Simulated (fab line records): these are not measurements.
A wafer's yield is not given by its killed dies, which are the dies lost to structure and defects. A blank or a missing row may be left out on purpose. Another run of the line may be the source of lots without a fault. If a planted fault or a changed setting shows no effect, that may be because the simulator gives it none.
What tool caused it?	flow rit_cmos	Sampling: 15 lots, 45 wafers, 2 of 202 route steps

## WHAT THE GAUGES SHOWED, per wafer
RIT_CONTACT_CD_MEAS_90: the cd target is 1000 nm.
lot	measured	on	cd_nm (nm)
L916	day 3 10:08	cd_sem-02	1000.3 1001.6 1002.9
L917	day 3 11:56	cd_sem-02	996.3 995.3 996.9
L923	day 4 14:34	cd_sem-02	1002.8 1000.8 1001.6
L924	day 4 20:56	cd_sem-02	997.6 1001.2 998.7
L925	day 5 01:31	cd_sem-02	999.8 996.9 998.4
L926	day 5 06:38	cd_sem-02	- - -
L927	day 5 10:57	cd_sem-01	- - -
L928	day 5 15:37	cd_sem-02	- - -
L930	day 6 02:49	cd_sem-02	1001.9 1002.2 1001.2
L932	day 6 13:23	cd_sem-02	1000.6 1001.9 1000.2
L935	day 7 03:53	cd_sem-01	998.2 998.3 997.7
L936	day 7 09:03	cd_sem-02	997.6 997.9 1001.6
L937	day 7 13:22	cd_sem-02	998.8 1000.1 1000.6
L938	day 7 19:17	cd_sem-01	998.6 999.5 998.0
L939	day 8 04:43	cd_sem-02	1000.1 1001.3 1002.5

## EACH LOT AND THE TOOL THAT RAN IT (in order: tool; ch and the chambers of the sampled wafers; start)
lot	RIT_CONTACT_ETCH_11
L916	rie_diel-04 ch 0,3, day 3 09:43
L917	rie_diel-02 ch 0,2,3, day 3 11:33
L923	rie_diel-04 ch 0,1,2, day 4 14:11
L924	rie_diel-04 ch 0,2,3, day 4 20:34
L925	rie_diel-02 ch 0,2, day 5 01:07
L926	rie_diel-02 ch 2,3, day 5 06:16
L927	rie_diel-04 ch 0,1,3, day 5 10:35
L928	rie_diel-01 ch 2,3, day 5 15:14
L930	rie_diel-04 ch 1,3, day 6 02:26
L932	rie_diel-02 ch 0,1,3, day 6 12:59
L935	rie_diel-04 ch 0,2,3, day 7 03:29
L936	rie_diel-02 ch 0,1, day 7 08:41
L937	rie_diel-02 ch 1,3, day 7 12:59
L938	rie_diel-04 ch 0,1,2, day 7 18:54
L939	rie_diel-02 ch 1,2,3, day 8 04:21
- RIT_CONTACT_ETCH_11: etches SiO2 in CHF3/CF4/Ar, stops on TiSi2, target depth 480 nm, time 320 s.

## AS READ BY THE TOOLS THEMSELVES (means over the sampled wafers that have a number; for cases with no such wafer, the mark the record gives instead)
RIT_CONTACT_ETCH_11.
lot	tool	CHF3_flow_sccm (sccm)	O2_flow_sccm (sccm)	drypump_motor_current_A (A)	oes_product_au (a.u.)	throttle_valve_pct (%)
L916	rie_diel-04	49.90	4.994	5.3	1.018	8.80
L917	rie_diel-02	50.03	4.998	5.6	0.981	8.84
L923	rie_diel-04	50.03	5.016	5.8	0.999	8.77
L924	rie_diel-04	49.92	5.022	5.4	1.002	8.76
L925	rie_diel-02	50.06	4.986	5.4	0.985	8.77
L926	rie_diel-02	-	-	-	-	-
L927	rie_diel-04	-	-	-	-	-
L928	rie_diel-01	-	-	-	-	-
L930	rie_diel-04	49.84	4.979	5.9	1.011	8.78
L932	rie_diel-02	49.83	4.994	5.7	0.988	8.85
L935	rie_diel-04	49.92	4.987	5.4	0.998	8.75
L936	rie_diel-02	49.95	4.991	5.4	0.989	8.77
L937	rie_diel-02	49.92	4.995	6.3	0.997	8.92
L938	rie_diel-04	50.18	4.983	5.7	0.998	8.77
L939	rie_diel-02	49.99	5.000	6.2	0.989	8.92

## THE ANSWER, worked out from the rows above alone
Rule: what is usual is taken from the lots themselves. The widest of any qualifying gaps counts: lots, ordered by their means at a reading, are off when they make up no more than a third of the lots, leave a main group of 4 or more, and stand apart from it by 3 or more times the standard deviation of that group's means. If all means in a main group match to the digits the tables above print for the reading, that group is not used. A lot without any number at a reading at which 4 lots or more have one is off too. Any other lot the step has rows for is counted as sound. The gauges are gone through in route order, then the tools' own readings, and for those a lot's mean is taken as printed above. The first step at which some lot is off is used, and at that step the reading that is off furthest; a lot without a number counts as furthest.
Off: L926, L927, L928 (RIT_CONTACT_CD_MEAS_90, cd_nm). Without a number there: L926, L927, L928. The main group: mean 999.7 nm, standard deviation 1.7.
A tool fits if, at a process step before that reading, it ran every lot that is off, and no sound lot after the first of them. The gauges at RIT_CONTACT_CD_MEAS_90 aren't tried: what is off there is off at RIT_CONTACT_ETCH_11 too, on other tools, and a gauge's error can't cause that. Not one of the candidates tried fits.

## WHAT HAD BEEN PUT IN BY THE SIMULATOR
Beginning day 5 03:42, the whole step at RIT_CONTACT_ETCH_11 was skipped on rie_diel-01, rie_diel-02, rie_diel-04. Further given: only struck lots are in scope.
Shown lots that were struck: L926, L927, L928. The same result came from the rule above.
